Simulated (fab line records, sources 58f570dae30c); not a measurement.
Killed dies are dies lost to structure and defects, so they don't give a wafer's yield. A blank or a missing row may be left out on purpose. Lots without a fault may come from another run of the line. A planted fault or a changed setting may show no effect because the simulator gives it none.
Split-lot experiment | flow berkeley_cmos170 | 5 lots, 23 wafers read, on a route of 331 steps

THE SPLIT
At UCB170_ACTIVE_OXIDATION_02 (target thk 26.4 nm, ox time 1260 s), the setting temp_c was moved away from the recipe's 1000 C on 10 of the 23 wafers read, by -2.7% to +2.5%. The other wafers ran this setting at the recipe's value.

The file shows no step between the split and the reading.

THE READING
ACTIVE_OXIDE_THK, in nm, at UCB170_ACTIVE_THK_MEAS_03. Fault-free wafers of this fab line usually give 26.2 nm, standard deviation 0.52 nm.

wafer  | tool, chamber at the split | temp_c as run, C | against the recipe | ACTIVE_OXIDE_THK, nm | against lot-mates on the recipe
L074.3 | furnace-01, 0              | 1000             | recipe             | 26.4                 | -
L074.4 | furnace-01, 0              | 1000             | recipe             | 26.4                 | -
L074.5 | furnace-01, 0              | 1000             | recipe             | 26.2                 | -
L076.1 | -, -                       | 972.9            | -2.7%              | 20.3                 | no lot-mate on the recipe
L076.3 | -, -                       | 972.9            | -2.7%              | 20.3                 | no lot-mate on the recipe
L076.4 | -, -                       | 972.9            | -2.7%              | 20.1                 | no lot-mate on the recipe
L076.5 | -, -                       | 972.9            | -2.7%              | 20.2                 | no lot-mate on the recipe
L076.6 | -, -                       | 972.9            | -2.7%              | 20.4                 | no lot-mate on the recipe
L075.2 | -, -                       | 1025             | +2.5%              | 33.6                 | no lot-mate on the recipe
L075.3 | -, -                       | 1025             | +2.5%              | 33.8                 | no lot-mate on the recipe
L075.4 | -, -                       | 1025             | +2.5%              | 33.5                 | no lot-mate on the recipe
L075.5 | -, -                       | 1025             | +2.5%              | 33.8                 | no lot-mate on the recipe
L075.6 | -, -                       | 1025             | +2.5%              | 33.7                 | no lot-mate on the recipe
L078.1 | -, -                       | 1000             | recipe             | 27.1                 | -
L078.2 | -, -                       | 1000             | recipe             | 27.3                 | -
L078.3 | -, -                       | 1000             | recipe             | 26.8                 | -
L078.4 | -, -                       | 1000             | recipe             | 27.2                 | -
L078.5 | -, -                       | 1000             | recipe             | 27.3                 | -
L085.1 | -, -                       | 1000             | recipe             | 26.0                 | -
L085.3 | -, -                       | 1000             | recipe             | 26.0                 | -
L085.4 | -, -                       | 1000             | recipe             | 26.1                 | -
L085.5 | -, -                       | 1000             | recipe             | 25.6                 | -
L085.6 | -, -                       | 1000             | recipe             | 26.0                 | -

THE FIT
A straight line over all 23 wafers: ACTIVE_OXIDE_THK changes by +2.57 nm for each +1% of temp_c; r = +0.99; the points scatter about the line by 0.59 nm.
Too few moved wafers have a lot-mate on the recipe to fit a line with each lot's own level taken away.

THE WHOLE CHAIN: every reading that the file lists as answering this split, in the file's order
step                       | what it does                                                               | reading                                                                             | change (the file's fit)              | r (the file's)
UCB170_ACTIVE_OXIDATION_02 | target thk 26.4 nm, ox time 1260 s                                         | SiO2_of_ACTIVE_OXIDATION_02.thk_nm (the simulator's own value, which no gauge read) | +2.57 nm for each +1% of the setting | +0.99
UCB170_ACTIVE_THK_MEAS_03  |                                                                            | ACTIVE_OXIDE_THK                                                                    | +2.57 for each +1% of the setting    | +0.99
UCB170_ACTIVE_ETCH_15      | etches Si3N4 in CH3F/Ar/O2, stops on SiO2, target depth 242 nm, time 151 s | SiO2_of_ACTIVE_OXIDATION_02.thk_nm (the simulator's own value, which no gauge read) | +2.54 nm for each +1% of the setting | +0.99

THE FILE'S OWN FIT
ACTIVE_OXIDE_THK changes by +2.57 nm for each +1% of temp_c, r = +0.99.
